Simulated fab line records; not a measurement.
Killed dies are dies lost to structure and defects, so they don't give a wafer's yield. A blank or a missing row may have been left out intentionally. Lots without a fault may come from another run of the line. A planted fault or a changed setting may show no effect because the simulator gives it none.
A lot that was struck, set against a sound lot    flow berkeley_cmos170    14 out of 331 route steps
Sound: wafers L821.1, L821.3, L821.4. The struck wafers were L816.1, L816.3, L816.6. The cause is given at the end.
For every step that has rows: the tool of each side, followed by ch and its chambers, followed by its first start. Under that, the readings that differ: sound wafers    struck wafers    difference of the means    sigmas: that difference in standard deviations of wafers without a fault.
alike: readings with means less than 2 such deviations apart, plus words and numbers identical on both sides. not compared: withheld readings, readings lacking a value on some wafer, bounds such as >300 that could conceal the same value, and numbers that have no deviation in the record and whose values overlap.
A row with sigmas, a row that says differs or no value, or rows on one side alone: a step with any of these is where the two part. When numbers do not overlap yet have no deviation, they are printed without sigmas and do not part them. A reading missing from all wafers of one side parts the sides only when that side holds two or more wafers.

UCB170_M2_CD_MEAS_90 targets a cd of 700 nm.
  sound on cd_sem-02 at day 11 12:49; struck on cd_sem-01 at day 10 06:39
  alike: cd_nm
UCB170_V2_CVD_00: deposits SiO2 from TEOS/O2, target thk 2000 nm, time 250 s.
  sound on pecvd-02 ch 0,2, day 11 12:56; struck on pecvd-01 ch 0,1,2, day 10 06:46
  alike: heater_power_w
UCB170_V2_THK_MEAS_01:
  sound on film_metro-02 at day 11 13:05; struck on film_metro-04 at day 10 06:56
  alike: V2_TEOS_THK
UCB170_V2_CMP_02: polishes SiO2.
  sound on cmp-01 ch 0,1,2, day 11 13:08; struck on cmp-02 ch 0,1,3, day 10 07:02
  alike: motor_current_A
UCB170_V2_BOW_MEAS_03:
  sound on film_metro-04 at day 11 13:26; struck on film_metro-04 at day 10 07:17
  alike: V2_BOW
UCB170_V2_THK_MEAS_04:
  sound on film_metro-04 at day 11 13:34; struck on film_metro-04 at day 10 07:25
  alike: V2_POLISHED_THK
then, 6 steps without rows for these wafers: UCB170_V2_CLEAN_05 (cleans in DIW); UCB170_V2_HMDS_06 (prime time 60 s); UCB170_V2_COAT_07 (resist thk 900 nm); UCB170_V2_SOFTBAKE_08 (time 60 s); UCB170_V2_EXPOSE_09 (exposes mask VIA2, target cd 700 nm); UCB170_V2_PEB_10.
UCB170_V2_DEVELOP_11: develop time 45 s.
  struck on litho_track-03, day 10 09:00; sound on litho_track-01 ch 0, day 11 15:00
  no value came back on the struck wafers for chill_plate_temp_C (C), develop_time_s (s), developer_temp_C (C); on the sound wafers chill_plate_temp_C (C) reads 22.96 22.80 22.93
reading                              sound              struck             difference  sigmas
model.KrF_of_V2_COAT_07.thk_nm (nm)  883.6 884.2 882.9  897.2 895.6 896.7  +12.9       
UCB170_V2_CD_MEAS_12 targets a cd of 700 nm.
  sound on cd_sem-02 at day 11 15:53; struck on cd_sem-02 at day 10 10:02
reading     sound              struck  difference                     sigmas
cd_nm (nm)  701.2 702.3 700.9  - - -   no value on the struck wafers  

## WHERE THEY PART
Earliest at UCB170_V2_DEVELOP_11; latest, in this record, at UCB170_V2_CD_MEAS_12.

WHY: what had been put in by the simulator
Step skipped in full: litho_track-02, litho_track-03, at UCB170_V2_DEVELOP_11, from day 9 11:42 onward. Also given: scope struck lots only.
